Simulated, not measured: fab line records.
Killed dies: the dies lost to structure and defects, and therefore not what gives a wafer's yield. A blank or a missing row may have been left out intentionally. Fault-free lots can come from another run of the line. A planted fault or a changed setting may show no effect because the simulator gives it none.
Check of tool commonality / flow rit cmos / Lots sampled 10, wafers sampled 30

## REASON FOR OPENING
RIT_PLDD_TW_MEAS_10, reading PLDD_TW: flagged on 4 of 10 lots. Wafers without a fault read 2350, standard deviation 16.
Rule: flag the lot when none of its wafers has a number, or when each of its wafers that has one lies beyond 4 standard deviations from that mean. The other lots count as sound.

lot=L512; measured=day 2 21:25; on=film metro-01; PLDD_TW, wafer by wafer=2329 2333 2329; flag=
lot=L513; measured=day 3 00:43; on=film metro-03; PLDD_TW, wafer by wafer=2373 2365 2364; flag=
lot=L514; measured=day 3 05:29; on=film metro-01; PLDD_TW, wafer by wafer=2343 2343 2347; flag=
lot=L515; measured=day 3 12:24; on=film metro-01; PLDD_TW, wafer by wafer=2346 2350 2338; flag=
lot=L516; measured=day 3 15:32; on=film metro-01; PLDD_TW, wafer by wafer=2350 2331 2353; flag=
lot=L517; measured=day 3 22:05; on=film metro-03; PLDD_TW, wafer by wafer=2367 2352 2358; flag=
lot=L521; measured=day 4 16:28; on=film metro-03; PLDD_TW, wafer by wafer=2990 2997 2993; flag=FLAGGED
lot=L522; measured=day 5 00:07; on=film metro-02; PLDD_TW, wafer by wafer=3003 3009 3021; flag=FLAGGED
lot=L523; measured=day 5 02:17; on=film metro-01; PLDD_TW, wafer by wafer=2928 2940 2929; flag=FLAGGED
lot=L524; measured=day 5 08:01; on=film metro-02; PLDD_TW, wafer by wafer=2999 3013 3011; flag=FLAGGED
The numbers of the flagged lots are 2986 on average: +636 against the usual, or +40 standard deviations.

## EACH LOT AND THE TOOL IT RAN ON
The record keeps 1 process step preceding the reading, out of 202 steps on the route. Cell contents, in order: the tool; ch with the chambers the sampled wafers went through; the start.
lot=L512; flag=; RIT_PLDD_IMPLANT_08=implanter-04 ch 0, day 2 21:08
lot=L513; flag=; RIT_PLDD_IMPLANT_08=implanter-01 ch 0, day 3 00:25
lot=L514; flag=; RIT_PLDD_IMPLANT_08=implanter-02 ch 0, day 3 05:10
lot=L515; flag=; RIT_PLDD_IMPLANT_08=implanter-04 ch 0, day 3 12:07
lot=L516; flag=; RIT_PLDD_IMPLANT_08=implanter-04 ch 0, day 3 15:15
lot=L517; flag=; RIT_PLDD_IMPLANT_08=implanter-02 ch 0, day 3 21:47
lot=L521; flag=FLAGGED; RIT_PLDD_IMPLANT_08=implanter-04 ch 0, day 4 16:10
lot=L522; flag=FLAGGED; RIT_PLDD_IMPLANT_08=implanter-04 ch 0, day 4 23:47
lot=L523; flag=FLAGGED; RIT_PLDD_IMPLANT_08=implanter-04 ch 0, day 5 01:58
lot=L524; flag=FLAGGED; RIT_PLDD_IMPLANT_08=implanter-02 ch 0, day 5 07:42
What the steps here do:
- RIT_PLDD_IMPLANT_08
- RIT_PLDD_TW_MEAS_10

## FLAGGED OVER TOTAL, TOOL BY TOOL (the gauges that took the reading come last)
step=RIT_PLDD_IMPLANT_08; tool=implanter-01; lots run=1; flagged=0; share of the flagged lots=none; sound lots run after its first flagged lot=-
step=RIT_PLDD_IMPLANT_08; tool=implanter-02; lots run=3; flagged=1; share of the flagged lots=some; sound lots run after its first flagged lot=0
step=RIT_PLDD_IMPLANT_08; tool=implanter-04; lots run=6; flagged=3; share of the flagged lots=some; sound lots run after its first flagged lot=0
step=RIT_PLDD_TW_MEAS_10; tool=film metro-01; lots run=5; flagged=1; share of the flagged lots=some; sound lots run after its first flagged lot=0
step=RIT_PLDD_TW_MEAS_10; tool=film metro-02; lots run=2; flagged=2; share of the flagged lots=some; sound lots run after its first flagged lot=0
step=RIT_PLDD_TW_MEAS_10; tool=film metro-03; lots run=3; flagged=1; share of the flagged lots=some; sound lots run after its first flagged lot=0

## WHAT IS ALLOWED BY THE TABLE
No row of the table ran every flagged lot.

## WHAT HAD BEEN PUT IN BY THE SIMULATOR
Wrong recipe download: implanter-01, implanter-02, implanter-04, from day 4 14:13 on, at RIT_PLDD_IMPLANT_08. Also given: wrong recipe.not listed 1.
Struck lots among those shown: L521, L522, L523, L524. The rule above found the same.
